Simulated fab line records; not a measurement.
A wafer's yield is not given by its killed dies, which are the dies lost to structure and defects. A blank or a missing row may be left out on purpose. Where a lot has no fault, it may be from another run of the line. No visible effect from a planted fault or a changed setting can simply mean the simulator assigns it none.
One fault through the eyes of 2 desks | flow berkeley_cmos170 | what lay behind the numbers comes last; until then each desk has only its own

AT THE METROLOGY DESK
Means of the sampled wafers that have a number, per lot and without regard to the tool the lot ran on: this is what the gauges read. If a lot's mean is further than 4 standard deviations from the usual mean, the lot is out of limits and carries the mark OUT (the distance appears in the brackets).
Columns: A = cd_nm at UCB170_M2_CD_MEAS_15, usual 700.2 nm; B = M2_OVL at UCB170_M2_OVL_MEAS_16, usual 2 nm
lot  | first seen here | A     | B
L379 | day 8 13:23     | 699.7 | -3
L383 | day 9 06:46     | 698.3 | -7
L394 | day 11 15:49    | 703.0 | -3
L397 | day 11 18:22    | 700.1 | -5
L398 | day 12 13:45    | 699.7 | 1
L401 | day 13 05:54    | 699.4 | 2
Finding of this desk: none of the 6 lots has anything out of limits.

TOOL OWNER'S DESK, rie_metal-04
The tool's own readings at UCB170_M2_METAL_ETCH_18 (etches Al in Cl2/BCl3, stops on SiO2, target depth 1170 nm, time 195 s): means of the sampled wafers that have a number, for each lot that ran on this tool. If a lot's mean is further than 4 standard deviations from the usual mean, the lot is out of limits and carries the mark OUT (the distance appears in the brackets).
Columns: A = drypump_motor_current_A at UCB170_M2_METAL_ETCH_18, usual 6.1 A; B = oes_product_au at UCB170_M2_METAL_ETCH_18, usual 0.857 a.u.; C = throttle_valve_pct at UCB170_M2_METAL_ETCH_18, usual 24.42 %
lot  | first seen here | A   | B     | C
L379 | day 8 13:35     | 6.5 | 0.839 | 24.32
L394 | day 11 16:01    | 6.5 | 0.837 | 24.32
L397 | day 11 18:34    | 6.3 | 0.845 | 24.38
Finding of this desk: none of the 3 lots has anything out of limits.

BROUGHT TOGETHER
Metrology desk: nothing out of limits seen.
The desk of the tool owner found nothing out of limits.

WHAT THE SIMULATOR HAD INSERTED
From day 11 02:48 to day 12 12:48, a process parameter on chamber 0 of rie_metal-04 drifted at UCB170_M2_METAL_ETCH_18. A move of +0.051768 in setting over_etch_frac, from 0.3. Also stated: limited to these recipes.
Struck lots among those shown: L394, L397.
